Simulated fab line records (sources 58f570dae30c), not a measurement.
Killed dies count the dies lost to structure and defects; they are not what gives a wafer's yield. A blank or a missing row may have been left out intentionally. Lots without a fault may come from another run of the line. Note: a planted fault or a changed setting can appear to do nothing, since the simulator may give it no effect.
Lot-split experiment | flow berkeley-cmos170 | 5 lots, 23 wafers read, on a route of 331 steps

## THE SPLIT
At UCB170_START_OXIDATION_02 (target thk 20 nm, ox time 1800 s), the setting temp-c was moved away from the recipe's 950 C on 15 of the 23 wafers read, by -1.5% to +2.4%. For the rest of the wafers, this setting stayed at what the recipe calls for.

Split to reading: the file shows no intervening step.

## THE READING
START_OXIDE_THK in nanometres, read at UCB170_START_THK_MEAS_03. On this fab line, fault-free wafers typically give 19.9 nm with a standard deviation of 0.32 nm.

wafer  | tool, chamber at the split | temp-c as run, C | against the recipe | START_OXIDE_THK, nm | against lot-mates on the recipe
L074.1 | -, -                       | 935.9            | -1.5%              | 16.8                | no lot-mate on the recipe
L074.2 | -, -                       | 935.9            | -1.5%              | 16.5                | no lot-mate on the recipe
L074.3 | -, -                       | 935.9            | -1.5%              | 17.5                | no lot-mate on the recipe
L074.4 | -, -                       | 935.9            | -1.5%              | 17.3                | no lot-mate on the recipe
L074.6 | -, -                       | 935.9            | -1.5%              | 16.7                | no lot-mate on the recipe
L077.1 | -, -                       | 935.5            | -1.5%              | 16.9                | no lot-mate on the recipe
L077.2 | -, -                       | 935.5            | -1.5%              | 16.7                | no lot-mate on the recipe
L077.3 | -, -                       | 935.5            | -1.5%              | 16.9                | no lot-mate on the recipe
L077.5 | -, -                       | 935.5            | -1.5%              | 16.9                | no lot-mate on the recipe
L077.6 | -, -                       | 935.5            | -1.5%              | 16.8                | no lot-mate on the recipe
L078.1 | -, -                       | 972.7            | +2.4%              | 25.3                | no lot-mate on the recipe
L078.2 | -, -                       | 972.7            | +2.4%              | 25.0                | no lot-mate on the recipe
L078.3 | -, -                       | 972.7            | +2.4%              | 24.8                | no lot-mate on the recipe
L078.4 | -, -                       | 972.7            | +2.4%              | 25.4                | no lot-mate on the recipe
L078.6 | -, -                       | 972.7            | +2.4%              | 25.4                | no lot-mate on the recipe
L079.2 | furnace-04, 0              | 950              | recipe             | 19.7                | -
L079.3 | furnace-04, 0              | 950              | recipe             | 19.9                | -
L079.5 | furnace-04, 0              | 950              | recipe             | 19.8                | -
L080.2 | -, -                       | 950              | recipe             | 19.8                | -
L080.3 | -, -                       | 950              | recipe             | 19.6                | -
L080.4 | -, -                       | 950              | recipe             | 19.6                | -
L080.5 | -, -                       | 950              | recipe             | 19.5                | -
L080.6 | -, -                       | 950              | recipe             | 20.0                | -

THE FIT
A straight line over all 23 wafers: START_OXIDE_THK changes by +2.12 nm for each +1% of temp-c; r = +1.00; the points scatter about the line by 0.3 nm.
Too few moved wafers with a lot-mate on the recipe to fit a line net of each lot's own level.

## THE WHOLE CHAIN: every reading that the file lists as answering this split, in the file's order
step                      | what it does                     | reading                                                                            | change (the file's fit)              | r (the file's)
UCB170_START_OXIDATION_02 | target thk 20 nm, ox time 1800 s | SiO2_of_START_OXIDATION_02.thk-nm (the simulator's own value, which no gauge read) | +2.12 nm for each +1% of the setting | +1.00
UCB170_START_THK_MEAS_03  |                                  | START_OXIDE_THK                                                                    | +2.12 for each +1% of the setting    | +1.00

## THE FILE'S OWN FIT
START_OXIDE_THK changes by +2.12 nm for each +1% of temp-c, r = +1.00.
